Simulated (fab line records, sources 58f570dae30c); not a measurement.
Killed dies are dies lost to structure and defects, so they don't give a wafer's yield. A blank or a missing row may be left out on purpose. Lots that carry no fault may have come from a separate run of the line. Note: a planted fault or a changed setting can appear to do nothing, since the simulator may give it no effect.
Which tool is to blame? | flow berkeley cmos170 | Sampling: 13 lots, 39 wafers, 5 of 331 route steps

WHAT THE GAUGES READ, wafer by wafer
UCB170_PFIELD_OVL_MEAS_06. Usual: for PFIELD_OVL the level is 0 nm and the standard deviation is 5.2.
lot  | measured    | on         | PFIELD_OVL (nm) | flag
L705 | day 4 18:49 | overlay-01 | -4 -3 1         |
L706 | day 5 00:42 | overlay-02 | 6 -2 -3         |
L707 | day 5 00:56 | overlay-01 | 1 9 8           |
L709 | day 5 12:40 | overlay-02 | -3 -2 1         |
L708 | day 5 12:56 | overlay-02 | -7 -2 -3        |
L711 | day 5 23:27 | overlay-01 | 1 0 0           |
L710 | day 5 23:52 | overlay-01 | -8 -4 -1        |
L716 | day 7 00:52 | overlay-02 | -3 -5 12        |
L720 | day 7 16:54 | overlay-01 | -1 -6 1         |
L721 | day 8 10:53 | overlay-02 | 3 9 7           |
L724 | day 9 01:19 | overlay-01 | 1 4 1           |
L725 | day 9 01:56 | overlay-02 | -1 1 3          |
L727 | day 9 07:47 | overlay-01 | -3 -1 -4        |

UCB170_V1_THK_MEAS_01. Usual: for V1_TEOS_THK the level is 2004 nm and the standard deviation is 25.
lot  | measured     | on            | V1_TEOS_THK (nm)              | flag
L705 | day 7 17:15  | film metro-04 | 2004 2028 2015                |
L706 | day 8 00:20  | film metro-02 | 1982 1986 2009                |
L707 | day 8 00:20  | film metro-04 | 1998 1978 2019                |
L709 | day 8 16:22  | film metro-04 | 1966 2021 2018                |
L708 | day 8 16:18  | film metro-01 | 1984 2006 2003                |
L711 | day 9 00:40  | film metro-01 | 1957 2000 1987                |
L710 | day 9 00:39  | film metro-02 | 2019 2061 2046                |
L716 | day 10 06:07 | film metro-04 | 2054 2101 2089 2053 2103 2090 | OFF
L720 | day 10 22:58 | film metro-01 | 2005 1989 2017                |
L721 | day 11 14:23 | film metro-02 | 2017 2072 2030                |
L724 | day 12 04:03 | film metro-02 | 1998 1981 2026                |
L725 | day 12 04:02 | film metro-04 | 1995 1960 1994                |
L727 | day 12 04:12 | film metro-02 | 1999 1973 2026                |

UCB170_V2_OVL_MEAS_13. Usual: for V2_OVL the level is -2 nm and the standard deviation is 5.9.
lot  | measured     | on         | V2_OVL (nm) | flag
L705 | day 8 02:50  | overlay-02 | -9 -6 -4    |
L706 | day 8 09:07  | overlay-02 | 8 6 -3      |
L707 | day 8 10:04  | overlay-02 | -2 -1 -5    |
L709 | day 9 03:20  | overlay-02 | -1 4 0      |
L708 | day 9 02:10  | overlay-01 | -9 -4 -10   |
L711 | day 9 09:07  | overlay-01 | 2 -4 2      |
L710 | day 9 09:13  | overlay-02 | 1 -4 -9     |
L716 | day 10 22:55 | overlay-02 | 3 -6 -9     |
L720 | day 11 09:01 | overlay-01 | -9 6 5      |
L721 | day 11 21:42 | overlay-02 | -1 -2 1     |
L724 | day 12 11:15 | overlay-01 | 2 -3 -2     |
L725 | day 12 12:03 | overlay-02 | -4 -2 -5    |
L727 | day 12 12:20 | overlay-01 | -3 -7 -3    |

UCB170_M3_OVL_MEAS_16. Usual: for M3_OVL the level is 1 nm and the standard deviation is 5.2.
lot  | measured     | on         | M3_OVL (nm) | flag
L705 | day 8 05:44  | overlay-02 | 2 -1 -3     |
L706 | day 8 11:55  | overlay-02 | 1 2 7       |
L707 | day 8 13:08  | overlay-01 | 3 -3 3      |
L709 | day 9 06:13  | overlay-02 | -1 -1 9     |
L708 | day 9 05:31  | overlay-02 | 3 -4 8      |
L711 | day 9 15:01  | overlay-01 | 4 0 -2      |
L710 | day 9 15:17  | overlay-02 | -5 2 -4     |
L716 | day 11 01:22 | overlay-01 | 0 -1 3      |
L720 | day 11 11:52 | overlay-02 | -5 2 0      |
L721 | day 12 02:40 | overlay-02 | -5 11 3     |
L724 | day 12 14:05 | overlay-01 | 2 9 5       |
L725 | day 12 18:10 | overlay-01 | -9 -5 -2    |
L727 | day 12 18:22 | overlay-02 | 1 9 -4      |

WHAT TOOL EACH LOT RAN ON (gives the tool, then ch and the chambers of the sampled wafers, and finally the start)
lot  | UCB170_V1_CVD_00
L705 | pecvd-03 ch 0,1, day 7 17:06
L706 | pecvd-03 ch 1,2, day 8 00:11
L707 | pecvd-01 ch 0,1, day 8 00:11
L709 | pecvd-04 ch 1, day 8 16:08
L708 | pecvd-03 ch 0,1, day 8 16:08
L711 | pecvd-01 ch 1,2, day 9 00:30
L710 | pecvd-03 ch 1,2, day 9 00:30
L716 | pecvd-01 ch 0,2, day 10 05:56
L720 | pecvd-04 ch 0,1,2, day 10 22:49
L721 | pecvd-03 ch 0,1, day 11 14:14
L724 | pecvd-03 ch 0,1,2, day 12 03:53
L725 | pecvd-04 ch 0,2, day 12 03:53
L727 | pecvd-03 ch 0,1,2, day 12 04:02
- UCB170_V1_CVD_00: deposits SiO2 from TEOS/O2, target thk 2000 nm, time 250 s.

WHAT THE TOOLS THEMSELVES READ (means of the sampled wafers that have a number; where no wafer has one, the mark that the record gives instead)
UCB170_V1_CVD_00. Usual: heater power w 279 W, standard deviation 64.
lot  | tool     | heater power w (W) | flag
L705 | pecvd-03 | 261                |
L706 | pecvd-03 | 247                |
L707 | pecvd-01 | 300                |
L709 | pecvd-04 | 255                |
L708 | pecvd-03 | 297                |
L711 | pecvd-01 | 290                |
L710 | pecvd-03 | 225                |
L716 | pecvd-01 | 274                |
L720 | pecvd-04 | 253                |
L721 | pecvd-03 | 295                |
L724 | pecvd-03 | 285                |
L725 | pecvd-04 | 297                |
L727 | pecvd-03 | 257                |

THE ANSWER, worked out from the rows above alone
Rule: lot off if the mean of its wafers having a number is beyond 3 standard deviations from the usual mean. Also off: a lot with no number at a reading for which 4 or more lots have one. Any other lot the step has rows for is counted as sound. Order of review: gauges by route order, followed by the tools' own readings, for which a lot's mean as printed above is used. At the first step where some lot is off, the reading lying furthest off is the one used; lots without a number count as furthest.
Off: L716, at UCB170_V1_THK_MEAS_01 (V1_TEOS_THK).
A tool fits if, at a process step before that reading, it ran every lot that is off, and no sound lot after the first of them. The gauges at UCB170_V1_THK_MEAS_01 are tried like those tools. One candidate fits, namely pecvd-01 at UCB170_V1_CVD_00. A fault onset in the window from L711 (day 9 00:30, its last sound lot) to L716 (day 10 05:56, its first lot off) fits.

WHAT THE SIMULATOR HAD INSERTED
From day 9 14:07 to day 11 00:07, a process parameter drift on pecvd-01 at UCB170_V1_CVD_00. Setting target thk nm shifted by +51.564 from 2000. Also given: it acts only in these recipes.
Struck lots among those shown: L716. The rule given above showed the same thing.
